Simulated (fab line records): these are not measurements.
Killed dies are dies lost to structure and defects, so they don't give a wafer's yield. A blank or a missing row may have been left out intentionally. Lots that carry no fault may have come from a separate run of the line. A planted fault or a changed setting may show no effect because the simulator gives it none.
A struck lot beside a sound one / flow ritCmos / 33 out of 202 route steps
Sound: wafers L173.4, L173.5, L173.6. Wafers struck: L181.1, L181.5, L181.6. At the end, the cause is stated.
Per side, at each step with rows, come the tool, then ch with its chambers, and then its first start. Under that, the readings that differ: sound wafers / struck wafers / difference of the means / sigmas: that difference in standard deviations of wafers without a fault.
alike: readings whose means differ by less than 2 such deviations, and words and numbers that are the same on both sides. not compared: withheld readings, readings that some wafer has no value for, bounds like >300 that may hide the same value, and numbers for which the record gives no deviation and whose values overlap.
A row with sigmas, a row that says differs or no value, or rows on one side alone: a step with any of these is where the two part. Non-overlapping numbers with no deviation appear without sigmas and do not part them. A reading missing from all wafers of one side parts the sides only when that side holds two or more wafers.

first, 6 steps without rows for these wafers: RIT_CONTACT_HMDS_02 (prime time 60 s); RIT_CONTACT_COAT_03 (resist thk 1000 nm); RIT_CONTACT_SOFTBAKE_04 (time 60 s); RIT_CONTACT_EXPOSE_05 (exposes mask M11, target cd 1000 nm); RIT_CONTACT_PEB_06; RIT_CONTACT_DEVELOP_07 (develop time 120 s).
RIT_CONTACT_CD_MEAS_08: target cd 1000 nm.
  sound on cdSem-01, day 4 20:13; struck on cdSem-02, day 6 11:05
  alike: cdNm
RIT_CONTACT_OVL_MEAS_09:
  sound on overlay-02, day 4 20:17; struck on overlay-02, day 6 11:13
  alike: CONTACT_OVL
then, 1 step without rows for these wafers: RIT_CONTACT_HARDBAKE_10 (time 60 s).
RIT_CONTACT_ETCH_11: etches SiO2 in CHF3/CF4/Ar, stops on TiSi2, target depth 480 nm, time 320 s.
  sound on rieDiel-04 ch 0,1,2, day 4 20:33; struck on rieDiel-03 ch 0,1,3, day 6 11:27
  alike: drypumpMotorCurrentA, mfcArSccm, oesProductAu, throttleValvePct
  not compared: rfHoursCounterH
RIT_CONTACT_STRIP_12: strips in O2, time 180 s.
  sound on plasmaAsher-04 ch 0,1, day 4 20:42; struck on plasmaAsher-01 ch 0,1, day 6 11:39
  alike: drypumpMotorCurrentA
  not compared: rfHoursCounterH
RIT_CONTACT_CD_MEAS_90: target cd 1000 nm.
  sound on cdSem-01, day 4 20:53; struck on cdSem-02, day 6 11:49
  alike: cdNm
RIT_CONTACT_CLEAN_13: cleans in SC1, time 600 s.
  sound on wetBench-02 ch 3, day 4 20:56; struck on wetBench-02 ch 2, day 6 11:56
then, 1 step without rows for these wafers: RIT_CONTACT_CLEAN_14 (cleans in SC2, time 600 s).
RIT_M1_SPUTTER_00: material Al, target thk 400 nm, time 500 s.
  sound on pvdSputter-04, day 4 21:19; struck on pvdSputter-04, day 6 12:17
  alike: throttleValvePct
RIT_M1_RS_MEAS_01: the measuring method here is four-point-probe.
  sound on filmMetro-04, day 4 21:40; struck on filmMetro-04, day 6 12:35
  alike: M1_AL_RS
RIT_M1_THK_MEAS_02: measures by xrf.
  sound on filmMetro-04, day 4 21:45; struck on filmMetro-04, day 6 12:43
  alike: M1_AL_THK
then, 6 steps without rows for these wafers: RIT_M1_HMDS_03 (prime time 60 s); RIT_M1_COAT_04 (resist thk 1300 nm); RIT_M1_SOFTBAKE_05 (time 60 s); RIT_M1_EXPOSE_06 (exposes mask M12, target cd 2600 nm); RIT_M1_PEB_07; RIT_M1_DEVELOP_08 (develop time 68 s).
RIT_M1_CD_MEAS_09: target cd 2600 nm.
  sound on cdSem-01, day 4 22:51; struck on cdSem-02, day 6 13:39
  alike: cdNm
RIT_M1_OVL_MEAS_10:
  sound on overlay-02, day 4 22:55; struck on overlay-01, day 6 13:46
  alike: M1_OVL
then, 1 step without rows for these wafers: RIT_M1_HARDBAKE_11 (time 120 s).
RIT_M1_METAL_ETCH_12: etches Al in Cl2/BCl3, stops on SiO2, time 165 s, target depth 600 nm.
  sound on rieMetal-02 ch 0,1, day 4 23:15; struck on rieMetal-04 ch 0,1, day 6 14:03
reading=throttleValvePct (%); sound=8.15 8.11 8.18; struck=8.46 8.41 8.47; difference=+0.30; sigmas=+3
  alike: drypumpMotorCurrentA, oesProductAu
  not compared: rfHoursCounterH
then, 1 step without rows for these wafers: RIT_M1_STRIP_13 (strips in nmp, time 600 s).
RIT_M1_STRIP_14: strips in O2, time 180 s.
  sound on plasmaAsher-01 ch 0,1, day 4 23:35; struck on plasmaAsher-01 ch 0,1, day 6 14:23
  alike: drypumpMotorCurrentA
  not compared: rfHoursCounterH
RIT_M1_CD_MEAS_90: target cd 2600 nm.
  sound on cdSem-01, day 4 23:46; struck on cdSem-01, day 6 14:34
  alike: cdNm
then, 1 step without rows for these wafers: RIT_M1_ANNEAL_15 (time 1800 s).
RIT_M1_BOW_MEAS_16:
  sound on filmMetro-04, day 5 01:23; struck on filmMetro-03, day 6 16:11
  alike: M1_BOW
RIT_M1_PROBE_99:
  sound on prober-01, day 5 01:36; struck on prober-01, day 6 16:19
reading=killedAtContacts; sound=0 0 0; struck=22 21 21; difference=+21; sigmas=+82
reading=killedDies; sound=10 10 6; struck=27 25 26; difference=+17; sigmas=+6
reading=killedOnRim; sound=4 1 0; struck=13 13 11; difference=+11; sigmas=+7
  alike: killedAtFrontEnd, killedOpen, killedShort

## WHERE THEY PART
First at RIT_M1_METAL_ETCH_12; last, within this record, at RIT_M1_PROBE_99.

WHY: the cause the simulator had injected
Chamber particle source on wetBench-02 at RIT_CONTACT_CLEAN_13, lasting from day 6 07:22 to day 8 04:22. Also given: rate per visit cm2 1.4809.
